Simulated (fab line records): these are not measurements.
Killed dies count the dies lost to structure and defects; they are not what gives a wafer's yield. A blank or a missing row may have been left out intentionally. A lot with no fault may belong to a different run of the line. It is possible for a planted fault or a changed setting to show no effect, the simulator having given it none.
fab line records | flow rit-cmos
[record] lots = 14 wafers = 42 last-day = 8
route steps=202 shown PRETRO@74 PLDD@115 NSD@141 SILICIDE@167 CONTACT@181
lots that met no fault: from a run of the same line without faults
start-h: the number of hours between the record's first day and the start of the first shown wafer of the lot | wait-h: time in hours since the lot's previous step | " the same as in the row above | L1.1+2: several wafers, shown together as one row | - either no value or no given start | * or withheld: withheld | < > ~ a bound
route shown NAME@n: NAME is a module with steps in the file, n the number in the route of the first one | usual: mean/standard deviation taken from wafers without a fault | same: alike in all rows | chamber/n: place in a boat | sites: the reading at each site | _std_site: the values' standard deviation | _edge_site: outer sites' mean less inner sites' | radius-mm: how far each site lies from the wafer's centre | mask NAME#n: copy n | behind: the tool/chamber that last shaped the wafer | hold: what put the lot on hold/how long, in hours/how the hold closed | device: transistor that didn't switch, given as n, p or np | end of line: at the end of the route, the tests of the same wafers | a step given without rows: its recipe and nothing more | killed: the dies lost at the first sort to structure and to defects; this is not the yield of the wafer | map: dies across one wafer; x = killed, . = not, _ = none there
set.NAME: the run value of the setting; set.NAME@STEP: its run value at that earlier step | model.NAME: the simulator's own value behind a step, which no gauge read
a sample of lots followed through the steps of the route, with each step as a table and each wafer as a row
[[steps]]
[step RIT_PRETRO_TW_MEAS_10]
[usual] PRETRO_TW = 473.1/2.7
// columns lot.wafer tool chamber start-h wait-h PRETRO_TW
L817.1 film-metro-03 - 42.05 0.1 471.3
L817.2 " - " " 473.4
L817.6 " - " " 473.8
L818.2 film-metro-04 - 47.78 0.1 469.0
L818.3 " - " " 469.6
L818.5 " - " " 468.6
L822.1 film-metro-03 - 67.52 0.1 473.3
L822.3 " - " " 472.4
L822.4 " - " " 470.2
L823.1 film-metro-03 - 72.27 0.1 472.5
L823.2 " - " " 471.6
L823.4 " - " " 473.2
L824.2 film-metro-03 - 78.40 0.1 474.2
L824.4 " - " " 475.6
L824.6 " - " " 472.6
L825.3 film-metro-03 - 81.47 0.1 472.8
L825.4 " - " " 474.2
L825.6 " - " " 472.9
L826.4 film-metro-03 - 86.88 0.1 473.4
L826.5 " - " " 471.0
L826.6 " - " " 474.1
L828.2 film-metro-03 - 96.97 0.1 472.6
L828.3 " - " " 472.0
L828.5 " - " " 471.2
L829.1 film-metro-04 - 102.06 0.1 468.8
L829.2 " - " " 469.6
L829.5 " - " " 471.4
L831.3 film-metro-04 - 112.96 0.1 470.6
L831.4 " - " " 472.3
L831.5 " - " " 470.5
L834.1 film-metro-03 - 127.26 0.1 471.1
L834.4 " - " " 471.7
L834.6 " - " " 470.6
L836.2 film-metro-02 - 137.60 0.1 479.2
L836.4 " - " " 479.5
L836.6 " - " " 477.0
L837.2 film-metro-04 - 144.45 0.1 469.6
L837.3 " - " " 471.6
L837.6 " - " " 474.3
L838.3 film-metro-03 - 150.79 0.1 475.7
L838.4 " - " " 472.0
L838.6 " - " " 472.6
[step RIT_PLDD_COAT_01]
[recipe] resist = NOVOLAK spin-rpm = 3250 resist-thk-nm = 1000
[usual] chill-plate-temp-C = 22.98/0.11 dispense-pressure-kPa = 50/3.3
// columns lot.wafer tool chamber start-h wait-h chill-plate-temp-C dispense-pressure-kPa
L817.1 litho-track-02 0 52.71 0.1 22.92 52
L817.2 " 0 " " 22.88 52
L817.6 " 0 " " 22.84 52
L818.2 litho-track-04 0 58.48 0.1 22.85 46
L818.3 " 0 " " 23.14 46
L818.5 " 0 " " 23.01 46
L822.1 litho-track-02 0 78.35 0.1 23.11 52
L822.3 " 0 " " 23.00 52
L822.4 " 0 " " 23.03 52
L823.1 litho-track-03 0 82.92 0.1 23.14 53
L823.2 " 0 " " 23.13 53
L823.4 " 0 " " 22.96 53
L824.2 litho-track-03 0 88.17 0.1 23.07 53
L824.4 " 0 " " 23.05 53
L824.6 " 0 " " 22.95 53
L825.3 litho-track-03 0 91.59 0.1 23.23 53
L825.4 " 0 " " 22.86 53
L825.6 " 0 " " 22.96 53
L826.4 litho-track-03 0 97.78 0.1 22.64 53
L826.5 " 0 " " 22.96 53
L826.6 " 0 " " 23.01 53
L828.2 litho-track-03 - 108.03 0.1 - -
L828.3 " - " " - -
L828.5 " - " " - -
L829.1 litho-track-02 - 111.90 0.1 - -
L829.2 " - " " - -
L829.5 " - " " - -
L831.3 litho-track-04 0 124.76 0.1 22.94 46
L831.4 " 0 " " 23.04 46
L831.5 " 0 " " 22.98 46
L834.1 litho-track-02 0 141.36 0.1 22.90 52
L834.4 " 0 " " 22.98 52
L834.6 " 0 " " 23.00 52
L836.2 litho-track-04 0 150.68 0.1 22.95 46
L836.4 " 0 " " 22.96 46
L836.6 " 0 " " 22.99 46
L837.2 litho-track-02 0 156.38 0.1 23.04 52
L837.3 " 0 " " 23.02 52
L837.6 " 0 " " 23.12 52
L838.3 litho-track-02 0 169.54 0.1 23.00 52
L838.4 " 0 " " 23.08 52
L838.6 " 0 " " 22.96 52
[step RIT_PLDD_OVL_MEAS_06]
[usual] PLDD_OVL = 0.0/1.4
// columns lot.wafer tool chamber start-h wait-h PLDD_OVL[nm]
L817.1 overlay-01 - 53.41 - -0.2
L817.2 " - " " 1.5
L817.6 " - " " 1.3
L818.2 overlay-01 - 59.16 - -0.3
L818.3 " - " " 1.0
L818.5 " - " " 0.5
L822.1 overlay-01 - 79.05 - 2.3
L822.3 " - " " 2.1
L822.4 " - " " 3.0
L823.1 overlay-02 - 83.62 - -2.9
L823.2 " - " " -0.9
L823.4 " - " " -1.6
L824.2 overlay-02 - 88.85 - 0.0
L824.4 " - " " -0.1
L824.6 " - " " 0.4
L825.3 overlay-01 - 92.44 - -0.5
L825.4 " - " " 0.5
L825.6 " - " " 0.9
L826.4 overlay-01 - 98.42 - -3.2
L826.5 " - " " -1.5
L826.6 " - " " -1.1
L828.2 overlay-02 - 108.84 - -
L828.3 " - " " -
L828.5 " - " " -
L829.1 overlay-01 - 112.72 - -
L829.2 " - " " -
L829.5 " - " " -
L831.3 overlay-01 - 125.42 - 0.4
L831.4 " - " " -0.4
L831.5 " - " " 0.5
L834.1 overlay-01 - 142.06 - 0.8
L834.4 " - " " 2.7
L834.6 " - " " -1.7
L836.2 overlay-02 - 151.36 - 0.4
L836.4 " - " " 1.0
L836.6 " - " " -0.5
L837.2 overlay-01 - 157.07 - 0.9
L837.3 " - " " -1.1
L837.6 " - " " -0.7
L838.3 overlay-01 - 170.34 - 0.5
L838.4 " - " " 2.3
L838.6 " - " " 1.4
[step RIT_NSD_TW_MEAS_10]
[usual] NSD_TW = 3104/17
// columns lot.wafer tool chamber start-h wait-h NSD_TW
L817.1 film-metro-01 - 58.82 0.1 3093
L817.2 " - " " 3076
L817.6 " - " " 3096
L818.2 film-metro-03 - 63.98 0.1 3087
L818.3 " - " " 3088
L818.5 " - " " 3096
L822.1 film-metro-01 - 83.64 0.1 3124
L822.3 " - " " 3102
L822.4 " - " " 3109
L823.1 film-metro-01 - 88.17 0.1 3120
L823.2 " - " " 3107
L823.4 " - " " 3110
L824.2 film-metro-02 - 94.39 0.1 3124
L824.4 " - " " 3115
L824.6 " - " " 3103
L825.3 film-metro-02 - 97.73 0.1 3117
L825.4 " - " " 3121
L825.6 " - " " 3128
L826.4 film-metro-01 - 104.31 0.1 3097
L826.5 " - " " 3087
L826.6 " - " " 3094
L828.2 film-metro-01 - 115.14 0.1 3268
L828.3 " - " " 3261
L828.5 " - " " 3247
L829.1 film-metro-01 - 118.47 0.1 3259
L829.2 " - " " 3285
L829.5 " - " " 3274
L831.3 film-metro-01 - 132.61 0.1 3108
L831.4 " - " " 3084
L831.5 " - " " 3101
L834.1 film-metro-03 - 148.85 0.1 3109
L834.4 " - " " 3102
L834.6 " - " " 3110
L836.2 film-metro-01 - 161.47 0.1 3103
L836.4 " - " " 3105
L836.6 " - " " 3125
L837.2 film-metro-02 - 169.02 0.1 3123
L837.3 " - " " 3163
L837.6 " - " " 3136
L838.3 film-metro-03 - 174.91 0.1 3087
L838.4 " - " " 3089
L838.6 " - " " 3080
[step RIT_SILICIDE_RTA_06]
[recipe] temp-c = 750 time-s = 10 idle-temp-c = 25 ramp-up-s = 5 ramp-down-s = 10 cool-to-c = 25 ambient = N2
[usual] anneal-temp-c-max = 752.6/0.7 chamber-o2-ppm = 1.999/0.023 wafer_temp_C_max = 752.8/0.63
// columns lot.wafer tool chamber start-h wait-h anneal-temp-c-max chamber-o2-ppm wafer_temp_C_max
L817.1 rtp-anneal-02 0 61.86 0.0 752.4 2.013 753.0
L817.2 " 0 " " 752.6 2.022 752.8
L817.6 " 0 " " 752.6 2.036 753.9
L818.2 rtp-anneal-01 0 67.07 0.0 752.2 1.999 752.8
L818.3 " 0 " " 752.4 1.997 753.3
L818.5 " 0 " " 752.3 1.927 753.0
L822.1 rtp-anneal-01 0 86.54 0.0 752.0 1.981 752.5
L822.3 " 0 " " 751.2 2.026 751.8
L822.4 " 0 " " 752.8 1.972 752.5
L823.1 rtp-anneal-02 0 91.13 0.0 753.4 2.024 753.3
L823.2 " 0 " " 753.2 2.041 754.6
L823.4 " 0 " " 752.9 1.996 753.8
L824.2 rtp-anneal-01 0 97.23 0.0 752.2 1.973 752.3
L824.4 " 0 " " 752.0 1.994 752.2
L824.6 " 0 " " 752.1 1.991 752.9
L825.3 rtp-anneal-02 0 100.65 0.0 752.7 2.051 753.4
L825.4 " 0 " " 753.2 1.973 753.9
L825.6 " 0 " " 753.5 1.987 753.5
L826.4 rtp-anneal-01 0 107.20 0.0 752.2 1.981 752.5
L826.5 " 0 " " 752.1 1.991 752.3
L826.6 " 0 " " 752.3 2.005 752.3
L828.2 rtp-anneal-01 0 118.14 0.0 753.1 1.991 752.0
L828.3 " 0 " " 752.0 2.004 752.5
L828.5 " 0 " " 752.3 1.971 753.1
L829.1 rtp-anneal-02 0 121.38 0.0 753.3 2.045 753.2
L829.2 " 0 " " 753.2 1.990 752.0
L829.5 " 0 " " 753.9 2.012 752.6
L831.3 rtp-anneal-02 0 135.57 0.0 752.9 2.034 753.0
L831.4 " 0 " " 753.1 2.023 753.8
L831.5 " 0 " " 753.5 2.012 752.4
L834.1 rtp-anneal-01 0 152.24 0.0 754.5 2.003 753.0
L834.4 " 0 " " 752.9 1.963 753.1
L834.6 " 0 " " 752.1 2.032 752.0
L836.2 rtp-anneal-01 0 164.55 0.0 751.3 1.996 752.6
L836.4 " 0 " " 751.9 2.025 752.2
L836.6 " 0 " " 751.5 1.989 752.3
L837.2 rtp-anneal-02 0 172.22 0.0 753.7 1.959 752.6
L837.3 " 0 " " 752.0 2.038 753.1
L837.6 " 0 " " 752.7 2.007 753.6
L838.3 rtp-anneal-01 0 177.77 0.0 752.1 1.946 752.5
L838.4 " 0 " " 752.1 1.982 752.3
L838.6 " 0 " " 752.4 1.967 754.2
[step RIT_CONTACT_CD_MEAS_90]
[recipe] target-cd-nm = 1000
[usual] cd-nm = 999.3/2
// columns lot.wafer tool chamber start-h wait-h cd-nm
L817.1 cd-sem-01 - 63.80 0.1 1002.2
L817.2 " - " " 1002.8
L817.6 " - " " 1003.0
L818.2 cd-sem-01 - 69.03 0.1 998.5
L818.3 " - " " 1002.5
L818.5 " - " " 1002.3
L822.1 cd-sem-02 - 88.76 0.1 998.2
L822.3 " - " " 999.7
L822.4 " - " " 999.2
L823.1 cd-sem-02 - 92.98 0.1 998.4
L823.2 " - " " 999.7
L823.4 " - " " 995.9
L824.2 cd-sem-01 - 99.18 0.1 999.2
L824.4 " - " " 1001.5
L824.6 " - " " 1002.9
L825.3 cd-sem-02 - 102.71 0.1 998.8
L825.4 " - " " 998.5
L825.6 " - " " 998.2
L826.4 cd-sem-01 - 109.05 0.1 997.0
L826.5 " - " " 998.8
L826.6 " - " " 997.7
L828.2 cd-sem-01 - 120.10 0.1 1000.8
L828.3 " - " " 997.7
L828.5 " - " " 999.0
L829.1 cd-sem-01 - 123.25 0.2 1003.0
L829.2 " - " " 1002.0
L829.5 " - " " 1002.4
L831.3 cd-sem-01 - 137.54 0.1 999.7
L831.4 " - " " 998.6
L831.5 " - " " 997.4
L834.1 cd-sem-02 - 154.19 0.1 996.2
L834.4 " - " " 994.8
L834.6 " - " " 996.8
L836.2 cd-sem-01 - 166.41 0.1 1000.6
L836.4 " - " " 1000.2
L836.6 " - " " 1000.2
L837.2 cd-sem-02 - 174.49 0.1 998.8
L837.3 " - " " 998.0
L837.6 " - " " 997.2
L838.3 cd-sem-01 - 179.61 0.1 998.8
L838.4 " - " " 999.8
L838.6 " - " " 999.9
[[key]]
[first-sign] step = RIT_PLDD_COAT_01 reading = tool-record direction = missing
[effect] step = RIT_PLDD_OVL_MEAS_06 reading = PLDD_OVL direction = missing
[effect] step = RIT_NSD_TW_MEAS_10 reading = NSD_TW direction = up sigmas = 9.6 usual = 3104 struck = 3265
met-at RIT_PLDD_COAT_01
struck-lots L828,L829
sort-left-out L828.2,L828.3,L828.5,L829.1,L829.2,L829.5
tester-left-out L828,L829
not-acting-at RIT_PRETRO_TW_MEAS_10,RIT_SILICIDE_RTA_06,RIT_CONTACT_CD_MEAS_90
onset-between 97.78 108.03
[fault] kind = skipped-step-whole tool = litho-track-02,litho-track-03 chamber = - onset-h = 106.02 steps = RIT_PLDD_COAT_01 scope = struck-lots-only
// tester-left-out: of these lots the tester's yield and bins aren't shown, on N5 and GAA mostly nor the transistor test; their killed dies are dies lost to structure and defects alone, not to doping, threshold or leakage, so they don't give the yield
// sort-left-out: the simulated sort isn't trusted on such a fault, so these wafers' sort isn't shown, and their yield isn't known
